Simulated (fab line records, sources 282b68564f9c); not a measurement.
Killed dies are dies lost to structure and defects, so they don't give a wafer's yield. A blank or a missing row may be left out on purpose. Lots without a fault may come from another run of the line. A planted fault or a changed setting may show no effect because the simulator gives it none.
fab line records | flow rit_cmos
record lots=6 wafers=18 last_day=7
route steps=202 shown PLDD@116 SPACER@125 NSD@131 PSD@142 SDANNEAL@153 SILICIDE@161 M1@202
lots that met no fault: from a run of the same line without faults
start_h: hours from the record's first day to the start of the lot's first wafer shown | wait_h: hours since the lot's step before | " the same as in the row above | L1.1+2: a row that stands for several wafers | - no value, or no start given | * or withheld: withheld | < > ~ a bound
route shown NAME@n: a module of which the file shows steps, and the number in the route of the first | usual: mean/standard deviation of fault-free wafers | same: alike in all rows | chamber/n: place in a boat | sites: the reading at each site | _std_site: their standard deviation | _edge_site: outer sites' mean less inner sites' | radius_mm: how far each site lies from the wafer's centre | mask NAME#n: copy n | behind: the tool/chamber that last shaped the wafer | hold: why the lot was held/for how many hours/how that ended | device: the transistor (n, p or np) that didn't switch | end of line: the same wafers' tests at the end of the route | a step without rows: its recipe alone | killed: dies lost to structure and defects at the first sort, not the wafer's yield | map: a wafer's dies, x killed, . not, _ none there
set.NAME: the setting as run; set.NAME@STEP: as run at that earlier step | model.NAME: the simulator's own value behind a step, which no gauge read
lots at some steps of the route; a table a step, a row a wafer
services: from which hour (start_h, from the record's first day; less than 0 if before it) a tool's chamber was out of use, for how many hours, and why
## steps
# step RIT_PLDD_SOFTBAKE_02
# recipe resist=NOVOLAK temp_c=90 time_s=60
# step RIT_PLDD_EXPOSE_03
# recipe mask_id=M8 na=0.57 target_cd_nm=40900 dose_mj=250
# step RIT_PLDD_PEB_04
# recipe resist=NOVOLAK temp_c=withheld time_s=withheld
# step RIT_PLDD_DEVELOP_05
# recipe resist=NOVOLAK develop_time_s=50 dev_temp_c=23
# step RIT_PLDD_OVL_MEAS_06
# usual PLDD_OVL=0.6/1.3
# columns lot.wafer tool chamber start_h wait_h PLDD_OVL[nm]
L453.3 overlay-02 - 68.82 - 2.4
L453.5 " - " " 1.9
L453.6 " - " " 2.4
L459.2 overlay-02 - 99.65 - 1.1
L459.3 " - " " 1.2
L459.5 " - " " 2.1
L463.4 overlay-02 - 120.34 - 0.7
L463.5 " - " " -0.1
L463.6 " - " " 0.1
L465.1 overlay-01 - 132.18 - -1.9
L465.4 " - " " -0.4
L465.6 " - " " 0.5
L470.1 overlay-01 - 152.98 - 0.6
L470.5 " - " " -0.4
L470.6 " - " " -0.2
L471.2 overlay-01 - 158.97 - -2.1
L471.3 " - " " -2.5
L471.4 " - " " -2.4
# step RIT_PLDD_HARDBAKE_07
# recipe resist=NOVOLAK temp_c=140 time_s=60
# step RIT_PLDD_IMPLANT_08
# recipe species=BF2 energy_kev=20.28 dose_cm2=9e+14 tilt_deg=7
# step RIT_PLDD_STRIP_09
# recipe chemistry=O2 time_s=180 resist=NOVOLAK platen_temp_c=withheld power_w=500 pressure_mtorr=4000 o2_flow_sccm=4000
# usual drypump_motor_current_A=5.8/0.67
# same time_s=180
# columns lot.wafer tool chamber start_h wait_h drypump_motor_current_A rf_hours_counter_h
L453.3 plasma_asher-02 0 69.20 0.1 6.1 -
L453.5 " 1 " " 6.6 -
L453.6 " 0 " " 6.1 -
L459.2 plasma_asher-03 1 99.98 0.1 4.9 44
L459.3 " 0 " " 6.2 -
L459.5 " 0 " " 6.2 -
L463.4 plasma_asher-03 1 120.72 0.1 4.9 -
L463.5 " 0 " " 6.2 -
L463.6 " 1 " " 4.9 -
L465.1 plasma_asher-03 1 132.61 0.1 4.9 48
L465.4 " 0 " " 6.2 -
L465.6 " 1 " " 4.9 -
L470.1 plasma_asher-01 1 153.31 0.1 5.6 52
L470.5 " 1 " " 5.6 -
L470.6 " 0 " " 6.7 -
L471.2 plasma_asher-03 0 159.30 0.1 6.2 51
L471.3 " 0 " " 6.2 -
L471.4 " 1 " " 4.9 -
# step RIT_PLDD_TW_MEAS_10
# usual PLDD_TW=2393/16
# columns lot.wafer tool chamber start_h wait_h PLDD_TW
L453.3 film_metro-03 - 69.34 0.1 2380
L453.5 " - " " 2361
L453.6 " - " " 2381
L459.2 film_metro-03 - 100.16 0.1 2405
L459.3 " - " " 2385
L459.5 " - " " 2402
L463.4 film_metro-04 - 120.87 0.1 2380
L463.5 " - " " 2378
L463.6 " - " " 2389
L465.1 film_metro-03 - 132.79 0.1 2392
L465.4 " - " " 2383
L465.6 " - " " 2377
L470.1 film_metro-02 - 153.49 0.1 2386
L470.5 " - " " 2387
L470.6 " - " " 2391
L471.2 film_metro-04 - 159.49 0.1 2410
L471.3 " - " " 2393
L471.4 " - " " 2399
# step RIT_SPACER_CLEAN_00
# recipe chemistry=SC1 mix=3:3:50 time_s=600 temp_c=75
# step RIT_SPACER_CLEAN_01
# recipe chemistry=dHF dilution=50:1 time_s=30
# step RIT_SPACER_CLEAN_02
# recipe chemistry=SC2 mix=3:3:50 time_s=600 temp_c=75 dry=n2_spin
# step RIT_SPACER_CVD_03
# recipe material=Si3N4 target_thk_nm=250 temp_c=810 precursor=SiH2Cl2/NH3 time_s=3300 pressure_mtorr=300 sih2cl2_flow_sccm=60 nh3_flow_sccm=150
# usual pressure_mtorr=300.1/0.58 zone_power_source_pct=21/3
# columns lot.wafer tool chamber start_h wait_h pressure_mtorr zone_power_source_pct model.Si3N4_of_SPACER_CVD_03.thk_nm
L453.3 lpcvd-02 0 69.75 0.0 301.3 26 248.8
L453.5 " 0 " " 299.6 26 249.1
L453.6 " 0 " " 299.9 26 249.4
L459.2 lpcvd-01 1 100.75 0.0 299.1 22 253
L459.3 " 1 " " 299.3 22 251.8
L459.5 " 1 " " 299.1 21 252.7
L463.4 lpcvd-01 1 121.26 0.0 300.3 21 106
L463.5 " 1 " " 298.6 22 101.9
L463.6 " 1 " " 298.2 22 103.1
L465.1 lpcvd-01 0 133.25 0.0 300.3 16 101.3
L465.4 " 0 " " 299.8 16 101.9
L465.6 " 0 " " 300.2 16 103.1
L470.1 lpcvd-02 1 153.91 0.0 299.3 21 248.2
L470.5 " 1 " " 300.0 21 249.1
L470.6 " 1 " " 299.9 21 246.5
L471.2 lpcvd-02 0 159.90 0.0 300.0 26 246.4
L471.3 " 0 " " 300.7 25 246.9
L471.4 " 0 " " 299.7 26 247.3
# step RIT_SPACER_THK_MEAS_04
# recipe reads=Si3N4_of_SPACER_CVD_03
# usual SPACER_NITRIDE_THK=250.3/2.4
# columns lot.wafer tool chamber start_h wait_h SPACER_NITRIDE_THK[nm]
L453.3 film_metro-04 - 71.68 0.0 248.8
L453.5 " - " " 249.1
L453.6 " - " " 249.5
L459.2 film_metro-03 - 102.68 0.0 252.9
L459.3 " - " " 251.6
L459.5 " - " " 252.8
L463.4 film_metro-04 - 123.21 0.0 106.0
L463.5 " - " " 101.9
L463.6 " - " " 103.1
L465.1 film_metro-04 - 135.16 0.0 101.3
L465.4 " - " " 101.9
L465.6 " - " " 103.1
L470.1 film_metro-03 - 156.79 0.0 248.1
L470.5 " - " " 249.2
L470.6 " - " " 246.3
L471.2 film_metro-03 - 162.79 0.0 246.4
L471.3 " - " " 247.1
L471.4 " - " " 247.4
# step RIT_SPACER_ETCHBACK_05
# recipe target_depth_a=2500 SF6_flow_sccm=30 CHF3_flow_sccm=30 target=Si3N4 chemistry=SF6/CHF3 pressure_mtorr=40 rf_w=250 time_s=240 stop_on=SiO2
# usual drypump_motor_current_A=5.8/0.68 oes_product_au=0.840/0.015 throttle_valve_pct=10.23/0.13
# same time_s=240
# columns lot.wafer tool chamber start_h wait_h drypump_motor_current_A oes_product_au rf_hours_counter_h throttle_valve_pct model.etch.depth_nm
L453.3 rie_diel-04 2 71.72 0.0 5.3 0.838 105 10.46 248.8
L453.5 " 1 " " 4.7 0.827 - 10.30 249.1
L453.6 " 0 " " 6.2 0.822 - 10.20 249.4
L459.2 rie_diel-02 0 102.73 0.0 6.5 0.850 36 10.10 253
L459.3 " 3 " " 6.2 0.841 22 10.25 251.8
L459.5 " 1 " " 4.9 0.862 - 10.33 252.7
L463.4 rie_diel-02 3 123.24 0.0 6.2 0.486 23 10.12 106
L463.5 " 1 " " 4.9 0.488 - 10.21 101.9
L463.6 " 0 " " 6.5 0.479 - 9.95 103.1
L465.1 rie_diel-01 0 135.22 0.1 5.2 0.479 0 9.98 101.3
L465.4 " 2 " " 5.2 0.469 19 10.19 101.9
L465.6 " 3 " " 6.4 0.500 - 10.02 103.1
L470.1 rie_diel-02 0 156.85 0.1 6.5 0.834 37 10.08 248.2
L470.5 " 3 " " 6.2 0.843 - 10.25 249.1
L470.6 " 2 " " 5.7 0.846 - 10.33 246.5
L471.2 rie_diel-02 1 162.84 0.0 4.9 0.837 15 10.33 246.4
L471.3 " 0 " " 6.5 0.827 37 10.09 246.9
L471.4 " 2 " " 5.7 0.841 6 10.34 247.3
# step RIT_NSD_HMDS_00
# recipe prime_time_s=60 prime_temp_c=140
# step RIT_NSD_COAT_01
# recipe resist=NOVOLAK spin_rpm=3250 resist_thk_nm=1000
# step RIT_NSD_SOFTBAKE_02
# recipe resist=NOVOLAK temp_c=90 time_s=61.69
# usual heater_power_total_W=34.53/0.045 plate_sensor_t_centre_C=90.969/0.011 plate_sensor_t_edge_C=91.022/0.01
# same time_s=61.69
# columns lot.wafer tool chamber start_h wait_h heater_power_total_W plate_sensor_t_centre_C plate_sensor_t_edge_C
L453.3 litho_track-04 0 72.22 0.1 34.47 90.974 91.014
L453.5 " 0 " " 34.61 90.969 91.030
L453.6 " 0 " " 34.56 90.984 91.017
L459.2 litho_track-04 0 103.21 0.1 34.54 90.984 91.035
L459.3 " 0 " " 34.48 90.959 91.027
L459.5 " 0 " " 34.62 90.967 91.023
L463.4 litho_track-03 0 123.76 0.1 34.50 90.968 91.045
L463.5 " 0 " " 34.53 90.958 91.039
L463.6 " 0 " " 34.50 90.965 91.037
L465.1 litho_track-01 0 135.67 0.1 34.45 90.972 91.025
L465.4 " 0 " " 34.46 90.961 91.025
L465.6 " 0 " " 34.55 90.961 91.023
L470.1 litho_track-01 0 157.30 0.1 34.55 90.967 91.028
L470.5 " 0 " " 34.63 90.960 91.005
L470.6 " 0 " " 34.52 90.952 91.044
L471.2 litho_track-03 0 163.31 0.1 34.46 90.969 91.035
L471.3 " 0 " " 34.56 90.970 91.037
L471.4 " 0 " " 34.47 90.971 91.005
# step RIT_NSD_EXPOSE_03
# recipe mask_id=M9 na=0.57 target_cd_nm=40700 dose_mj=250
# step RIT_NSD_PEB_04
# recipe resist=NOVOLAK temp_c=withheld time_s=withheld
# step RIT_NSD_DEVELOP_05
# recipe resist=NOVOLAK develop_time_s=50 dev_temp_c=23
# step RIT_NSD_OVL_MEAS_06
# usual NSD_OVL=1.4/1.3
# columns lot.wafer tool chamber start_h wait_h NSD_OVL[nm]
L453.3 overlay-02 - 72.74 - -1.6
L453.5 " - " " 0.6
L453.6 " - " " 0.5
L459.2 overlay-01 - 103.86 - 0.8
L459.3 " - " " 0.1
L459.5 " - " " -0.2
L463.4 overlay-02 - 124.38 - 1.0
L463.5 " - " " -1.1
L463.6 " - " " 0.7
L465.1 overlay-02 - 136.22 - 3.1
L465.4 " - " " 2.8
L465.6 " - " " 0.8
L470.1 overlay-02 - 157.98 - -1.0
L470.5 " - " " 1.9
L470.6 " - " " 0.9
L471.2 overlay-02 - 163.91 - 1.9
L471.3 " - " " 2.5
L471.4 " - " " 0.5
# step RIT_NSD_HARDBAKE_07
# recipe resist=NOVOLAK temp_c=140 time_s=60
# step RIT_NSD_IMPLANT_08
# recipe species=P energy_kev=25 dose_cm2=1e+15 tilt_deg=7
# step RIT_NSD_STRIP_09
# recipe chemistry=O2 time_s=180 resist=NOVOLAK platen_temp_c=withheld power_w=500 pressure_mtorr=4000 o2_flow_sccm=4000
# usual drypump_motor_current_A=6.2/0.53
# same time_s=180
# columns lot.wafer tool chamber start_h wait_h drypump_motor_current_A rf_hours_counter_h
L453.3 plasma_asher-01 0 73.12 0.1 6.8 -
L453.5 " 0 " " 6.8 -
L453.6 " 1 " " 5.6 -
L459.2 plasma_asher-01 1 104.19 0.1 5.6 46
L459.3 " 0 " " 6.8 -
L459.5 " 1 " " 5.6 -
L463.4 plasma_asher-02 0 124.76 0.1 6.1 -
L463.5 " 0 " " 6.1 -
L463.6 " 1 " " 6.6 -
L465.1 plasma_asher-04 0 136.56 0.1 6.3 2
L465.4 " 0 " " 6.3 -
L465.6 " 0 " " 6.3 -
L470.1 plasma_asher-04 0 158.31 0.1 6.3 5
L470.5 " 1 " " 5.2 -
L470.6 " 0 " " 6.3 -
L471.2 plasma_asher-02 0 164.24 0.1 6.1 37
L471.3 " 1 " " 6.6 -
L471.4 " 0 " " 6.1 -
# step RIT_NSD_TW_MEAS_10
# usual NSD_TW=3166/20
# columns lot.wafer tool chamber start_h wait_h NSD_TW
L453.3 film_metro-03 - 73.26 0.1 3128
L453.5 " - " " 3142
L453.6 " - " " 3136
L459.2 film_metro-02 - 104.38 0.1 3178
L459.3 " - " " 3171
L459.5 " - " " 3179
L463.4 film_metro-03 - 124.90 0.1 3149
L463.5 " - " " 3156
L463.6 " - " " 3151
L465.1 film_metro-03 - 136.73 0.1 3130
L465.4 " - " " 3158
L465.6 " - " " 3145
L470.1 film_metro-03 - 158.49 0.1 3148
L470.5 " - " " 3156
L470.6 " - " " 3152
L471.2 film_metro-03 - 164.42 0.1 3181
L471.3 " - " " 3168
L471.4 " - " " 3181
# step RIT_PSD_HMDS_00
# recipe prime_time_s=60 prime_temp_c=140
# step RIT_PSD_COAT_01
# recipe resist=NOVOLAK spin_rpm=3250 resist_thk_nm=1000
# step RIT_PSD_SOFTBAKE_02
# recipe resist=NOVOLAK temp_c=90 time_s=60
# step RIT_PSD_EXPOSE_03
# recipe mask_id=M10 na=0.57 target_cd_nm=40900 dose_mj=250
# step RIT_PSD_PEB_04
# recipe resist=NOVOLAK temp_c=withheld time_s=withheld
# step RIT_PSD_DEVELOP_05
# recipe resist=NOVOLAK develop_time_s=50 dev_temp_c=23
# step RIT_PSD_OVL_MEAS_06
# usual PSD_OVL=-0.4/1.4
# columns lot.wafer tool chamber start_h wait_h PSD_OVL[nm]
L453.3 overlay-02 - 74.28 - 1.3
L453.5 " - " " 1.4
L453.6 " - " " -0.9
L459.2 overlay-02 - 105.31 - -0.5
L459.3 " - " " 2.6
L459.5 " - " " 0.7
L463.4 overlay-01 - 126.00 - -1.3
L463.5 " - " " -2.2
L463.6 " - " " -2.1
L465.1 overlay-01 - 137.84 - -3.0
L465.4 " - " " -2.2
L465.6 " - " " -1.7
L470.1 overlay-02 - 159.40 - -1.7
L470.5 " - " " 1.6
L470.6 " - " " 0.9
L471.2 overlay-02 - 165.33 - 0.7
L471.3 " - " " -1.1
L471.4 " - " " -0.6
# step RIT_PSD_HARDBAKE_07
# recipe resist=NOVOLAK temp_c=140 time_s=60
# step RIT_PSD_IMPLANT_08
# recipe species=BF2 energy_kev=27.4 dose_cm2=5e+15 tilt_deg=7
# step RIT_PSD_STRIP_09
# recipe chemistry=O2 time_s=180 resist=NOVOLAK platen_temp_c=withheld power_w=500 pressure_mtorr=4000 o2_flow_sccm=4000
# usual drypump_motor_current_A=5.9/0.66
# same time_s=180
# columns lot.wafer tool chamber start_h wait_h drypump_motor_current_A rf_hours_counter_h
L453.3 plasma_asher-01 0 74.67 0.1 6.7 -
L453.5 " 0 " " 6.8 -
L453.6 " 1 " " 5.6 -
L459.2 plasma_asher-04 0 105.64 0.1 6.3 49
L459.3 " 1 " " 5.2 -
L459.5 " 1 " " 5.2 -
L463.4 plasma_asher-04 1 126.37 0.1 5.2 -
L463.5 " 0 " " 6.3 -
L463.6 " 1 " " 5.2 -
L465.1 plasma_asher-01 0 138.18 0.1 6.8 50
L465.4 " 1 " " 5.6 -
L465.6 " 0 " " 6.8 -
L470.1 plasma_asher-01 1 159.73 0.1 5.6 52
L470.5 " 0 " " 6.8 -
L470.6 " 1 " " 5.6 -
L471.2 plasma_asher-01 1 165.71 0.1 5.6 53
L471.3 " 1 " " 5.6 -
L471.4 " 0 " " 6.8 -
# step RIT_PSD_TW_MEAS_10
# usual PSD_TW=3494/21
# columns lot.wafer tool chamber start_h wait_h PSD_TW
L453.3 film_metro-04 - 74.80 0.1 3531
L453.5 " - " " 3514
L453.6 " - " " 3500
L459.2 film_metro-02 - 105.82 0.1 3485
L459.3 " - " " 3515
L459.5 " - " " 3478
L463.4 film_metro-04 - 126.52 0.1 3509
L463.5 " - " " 3498
L463.6 " - " " 3494
L465.1 film_metro-04 - 138.35 0.1 3494
L465.4 " - " " 3493
L465.6 " - " " 3481
L470.1 film_metro-02 - 159.91 0.1 3479
L470.5 " - " " 3508
L470.6 " - " " 3505
L471.2 film_metro-02 - 165.89 0.1 3482
L471.3 " - " " 3479
L471.4 " - " " 3467
# step RIT_SDANNEAL_CLEAN_00
# recipe chemistry=SC1 mix=3:3:50 time_s=600 temp_c=75
# step RIT_SDANNEAL_CLEAN_01
# recipe chemistry=dHF dilution=50:1 time_s=30
# step RIT_SDANNEAL_CLEAN_02
# recipe chemistry=SC2 mix=3:3:50 time_s=600 temp_c=75 dry=n2_spin
# step RIT_SDANNEAL_RTA_03
# recipe temp_c=1050 time_s=5 idle_temp_c=600 ramp_up_c_per_s=342 ramp_down_c_per_s=171 cool_to_c=600 ambient=N2
# usual wafer_temp_C_max=1053.6/1.3
# same time_s=5
# columns lot.wafer tool chamber start_h wait_h wafer_temp_C_max
L453.3 rtp_anneal-01 0 75.23 0.0 1052.8
L453.5 " 0 " " 1054.4
L453.6 " 0 " " 1054.6
L459.2 rtp_anneal-01 0 106.27 0.0 1054.7
L459.3 " 0 " " 1052.3
L459.5 " 0 " " 1053.0
L463.4 rtp_anneal-01 0 127.15 0.0 1053.3
L463.5 " 0 " " 1053.3
L463.6 " 0 " " 1052.3
L465.1 rtp_anneal-01 0 138.78 0.0 1055.3
L465.4 " 0 " " 1053.8
L465.6 " 0 " " 1056.6
L470.1 rtp_anneal-02 0 160.34 0.0 1054.1
L470.5 " 0 " " 1052.8
L470.6 " 0 " " 1056.7
L471.2 rtp_anneal-01 0 166.51 0.0 1055.3
L471.3 " 0 " " 1054.6
L471.4 " 0 " " 1052.2
# step RIT_SDANNEAL_RS_MEAS_04
# recipe thk_meas_gauge=four-point-probe
# usual PSD_RS=115.08/0.29
# columns lot.wafer tool chamber start_h wait_h PSD_RS[ohm/sq]
L453.3 film_metro-04 - 75.31 0.1 115.25
L453.5 " - " " 114.95
L453.6 " - " " 115.40
L459.2 film_metro-03 - 106.33 0.1 115.41
L459.3 " - " " 115.80
L459.5 " - " " 116.01
L463.4 film_metro-03 - 127.24 0.1 114.86
L463.5 " - " " 114.52
L463.6 " - " " 114.82
L465.1 film_metro-03 - 138.84 0.0 115.11
L465.4 " - " " 114.75
L465.6 " - " " 114.35
L470.1 film_metro-02 - 160.39 0.0 114.90
L470.5 " - " " 115.11
L470.6 " - " " 115.20
L471.2 film_metro-04 - 166.58 0.1 115.06
L471.3 " - " " 114.98
L471.4 " - " " 115.15
# step RIT_SILICIDE_WET_ETCH_00
# recipe chemistry=BOE target=SiO2 target_depth_nm=14 time_s=15 dry=n2_spin dilution=10:1 temp_c=21.5
# usual bath_heat_duty_pct=1.7/0.36
# same time_s=15
# columns lot.wafer tool chamber start_h wait_h bath_heat_duty_pct model.Si3N4_of_SPACER_CVD_03.thk_nm
L453.3 wet_bench-02 3 75.75 0.1 1.6 192.9
L453.5 " 3 " " 1.0 194.2
L453.6 " 3 " " 1.4 196
L459.2 wet_bench-03 0 106.79 0.1 2.2 196.8
L459.3 " 0 " " 2.5 197.7
L459.5 " 0 " " 1.4 198
L463.4 wet_bench-01 3 127.66 0.0 2.3 82.19
L463.5 " 3 " " 2.2 78.88
L463.6 " 3 " " 1.7 79.14
L465.1 wet_bench-03 3 139.32 0.1 1.5 78.78
L465.4 " 3 " " 2.3 78.44
L465.6 " 3 " " 1.4 78.91
L470.1 wet_bench-01 1 160.87 0.1 1.2 191.6
L470.5 " 1 " " 1.3 195.4
L470.6 " 1 " " 2.0 191.2
L471.2 wet_bench-01 0 167.04 0.1 1.4 192.6
L471.3 " 0 " " 1.4 191.4
L471.4 " 0 " " 1.3 192.6
# step RIT_M1_PROBE_99
# usual killed_at_M0_to_M3=0.1/0.34 killed_at_front_end=7/3.1 killed_dies=7/3.1 killed_on_rim=1.9/1.5 killed_open=3.5/1.9 killed_short=3.4/2.1
# same gross_dies=264 killed_at_M4_up=0 killed_at_back_side=0 killed_at_contacts=0 killed_at_other=0
# columns lot.wafer tool chamber start_h wait_h killed_at_M0_to_M3 killed_at_front_end killed_dies killed_on_rim killed_open killed_short model.etest.nplus_sal.width_nm model.etest.pplus_sal.width_nm model.etest.nldd.width_nm model.etest.pldd.width_nm model.etest.pldd.rs_ohm_sq model.etest.nldd.rs_ohm_sq model.etest.pwell_pinched.rs_ohm_sq model.etest.nwell_pinched.rs_ohm_sq
L453.3 prober-01 - 83.77 0.2 0 11 11 5 5 6 3442 3444 3140 3176 440.2 377.2 461.2 343.9
L453.5 prober-01 - 83.87 0.2 0 3 3 1 1 2 3438 3456 3167 3181 437.1 375.1 460.2 340.9
L453.6 prober-01 - 83.92 0.2 0 6 6 0 3 3 3408 3433 3187 3163 449.1 381.5 455 335.4
L459.2 prober-01 - 114.91 0.1 0 3 3 1 2 1 3418 3422 3143 3139 497 385.6 453.3 338.2
L459.3 prober-01 - 114.96 0.2 0 6 6 1 3 3 3403 3392 3117 3145 470 372.7 440.3 337.4
L459.5 prober-01 - 115.06 0.2 0 5 5 2 3 2 3419 3412 3147 3113 475.5 378.1 446.4 333.9
L463.4 prober-01 - 135.50 0.2 0 2 2 1 1 1 3631 3656 3330 3316 532.1 339.4 569.7 426.3
L463.5 prober-01 - 135.55 0.2 0 5 5 1 2 3 3641 3648 3346 3354 459.1 274.8 580.6 432.5
L463.6 prober-01 - 135.60 0.2 0 7 7 1 3 4 3667 3652 3340 3333 289.9 195.2 590.3 438.2
L465.1 prober-01 - 146.60 0.1 0 8 8 1 5 3 3656 3649 3353 3349 457.2 315.4 555.3 432.4
L465.4 prober-01 - 146.75 0.2 0 4 4 0 4 0 3678 3668 3330 3339 281.9 200.3 565.1 443.9
L465.6 prober-01 - 146.85 0.2 0 9 9 5 2 7 3668 3641 3336 3346 193.4 148.8 584.7 447.4
L470.1 prober-02 - 168.31 0.1 1 7 8 2 5 3 3460 3437 3165 3148 474.2 378.3 465.5 345.8
L470.5 prober-02 - 168.51 0.2 0 4 4 1 3 1 3424 3427 3159 3155 518.3 401.6 451.3 337.1
L470.6 prober-02 - 168.56 0.2 0 7 7 1 4 3 3453 3449 3172 3182 474.7 380.1 452.8 345.5
L471.2 prober-01 - 174.30 0.1 0 4 4 4 3 1 3432 3440 3153 3173 523.8 396 451.6 341.5
L471.3 prober-01 - 174.35 0.2 1 9 10 6 3 7 3445 3437 3177 3166 521.6 397 458.9 349.1
L471.4 prober-01 - 174.40 0.2 0 4 4 1 0 4 3447 3466 3183 3174 527.8 399.3 457.8 342.5
# killed by level:class
L453.3 GATE:geometric_particle:short=4 FOX1:geometric_particle:open=2 FOX2:geometric_particle:open=1 GATE:geometric_particle:open=1 SPACER:geometric_particle:short=1 SPACER:geometric_particle:open=1 SILICIDE:geometric_particle:short=1
L453.5 GATE:geometric_particle:short=2 FOX1:geometric_particle:open=1
L453.6 FOX2:geometric_particle:open=2 GATE:geometric_particle:short=1 REOX:geometric_particle:short=1 REOX:geometric_particle:open=1 SPACER:geometric_particle:short=1
L459.2 GATE:geometric_particle:open=1 REOX:geometric_particle:open=1 SILICIDE:geometric_particle:short=1
L459.3 REOX:geometric_particle:open=2 FOX1:geometric_particle:short=1 FOX1:geometric_particle:open=1 REOX:geometric_particle:short=1 SILICIDE:geometric_particle:short=1
L459.5 GATE:geometric_particle:open=1 GATE:geometric_particle:short=1 REOX:geometric_particle:short=1 SPACER:geometric_particle:open=1 SILICIDE:geometric_particle:open=1
L463.4 ACTIVE:geometric_particle:open=1 GATE:geometric_particle:short=1
L463.5 GATE:geometric_particle:short=2 FOX1:geometric_particle:open=1 GATE:geometric_particle:open=1 SILICIDE:geometric_particle:short=1
L463.6 GATE:geometric_particle:short=2 FOX2:geometric_particle:short=1 GATE:geometric_particle:open=1 SPACER:geometric_particle:open=1 SPACER:geometric_particle:short=1 SILICIDE:geometric_particle:open=1
L465.1 GATE:geometric_particle:open=2 REOX:geometric_particle:short=2 ACTIVE:geometric_particle:open=1 GATE:geometric_particle:short=1 SPACER:geometric_particle:open=1 SILICIDE:geometric_particle:open=1
L465.4 GATE:geometric_particle:open=3 SPACER:geometric_particle:open=1
L465.6 SPACER:geometric_particle:short=3 GATE:geometric_particle:short=2 GATE:geometric_particle:open=1 REOX:geometric_particle:short=1 SILICIDE:geometric_particle:open=1 SILICIDE:geometric_particle:short=1
L470.1 SPACER:geometric_particle:open=4 FOX2:geometric_particle:open=1 FOX2:geometric_particle:short=1 GATE:geometric_particle:short=1 M1:geometric_particle:short=1
L470.5 GATE:geometric_particle:short=1 REOX:geometric_particle:open=1 SPACER:geometric_particle:open=1 SILICIDE:geometric_particle:open=1
L470.6 GATE:geometric_particle:short=2 GATE:geometric_particle:open=2 FOX1:geometric_particle:short=1 FOX1:geometric_particle:open=1 REOX:geometric_particle:open=1
L471.2 GATE:geometric_particle:open=2 GATE:geometric_particle:short=1 SILICIDE:geometric_particle:open=1
L471.3 GATE:geometric_particle:short=6 FOX2:geometric_particle:open=1 GATE:geometric_particle:open=1 REOX:geometric_particle:open=1 M1:geometric_particle:short=1
L471.4 FOX1:geometric_particle:short=1 GATE:geometric_particle:short=1 SPACER:geometric_particle:short=1 SILICIDE:geometric_particle:short=1
## services
# columns tool chamber start_h hours kind
lpcvd-02 - 53.12 1.8 repair
plasma_asher-01 - 59.59 11.9 repair
rie_diel-02 - 72.63 2.8 pm
wet_bench-01 - 74.24 1.2 repair
rie_diel-04 - 75.68 0.6 repair
rie_diel-04 1 97.35 7.6 repair
rie_diel-04 0 101.10 4.5 repair
plasma_asher-04 - 101.70 3.8 repair
rie_diel-01 0 106.33 - clean
rie_diel-01 0 106.33 22.8 scheduled_down
rie_diel-01 0 106.33 22.8 vent_cycle
plasma_asher-04 - 108.75 9.0 pm
plasma_asher-04 0 108.75 9.0 vent_cycle
plasma_asher-04 1 108.75 9.0 vent_cycle
rie_diel-04 3 109.76 2.6 repair
plasma_asher-04 0 117.75 - clean
plasma_asher-04 1 117.75 - clean
rie_diel-04 0 121.56 1.8 repair
rie_diel-02 - 146.66 1.0 repair
plasma_asher-03 - 160.65 8.0 repair
## key
first_sign step=RIT_SPACER_THK_MEAS_04 reading=SPACER_NITRIDE_THK direction=down sigmas=61 usual=250.3 struck=102.9
effect step=RIT_SPACER_ETCHBACK_05 reading=oes_product_au direction=down sigmas=24 usual=0.840 struck=0.484
model_effect step=RIT_SPACER_CVD_03 value=Si3N4_of_SPACER_CVD_03.thk_nm without=252.1 struck=102.9
model_effect step=RIT_SPACER_ETCHBACK_05 value=etch.depth_nm without=252.1 struck=102.9
model_effect step=RIT_SILICIDE_WET_ETCH_00 value=Si3N4_of_SPACER_CVD_03.thk_nm without=196.2 struck=79.39
model_effect step=RIT_M1_PROBE_99 value=etest.nplus_sal.width_nm without=3442 struck=3657
met_at RIT_SPACER_CVD_03
struck_wafers L463.4,L463.5,L463.6,L465.1,L465.4,L465.6
tester_left_out L463,L465
onset_between 100.75 121.26
fault kind=process_parameter_drift tool=lpcvd-01 chamber=- onset_h=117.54 steps=RIT_SPACER_CVD_03 channel=target_thk_nm offset=-149.2 shape=step end_h=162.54 acts_in=these_recipes_only stated=250
# tester_left_out: of these lots the tester's yield and bins aren't shown, on N5 and GAA mostly nor the transistor test; their killed dies are dies lost to structure and defects alone, not to doping, threshold or leakage, so they don't give the yield
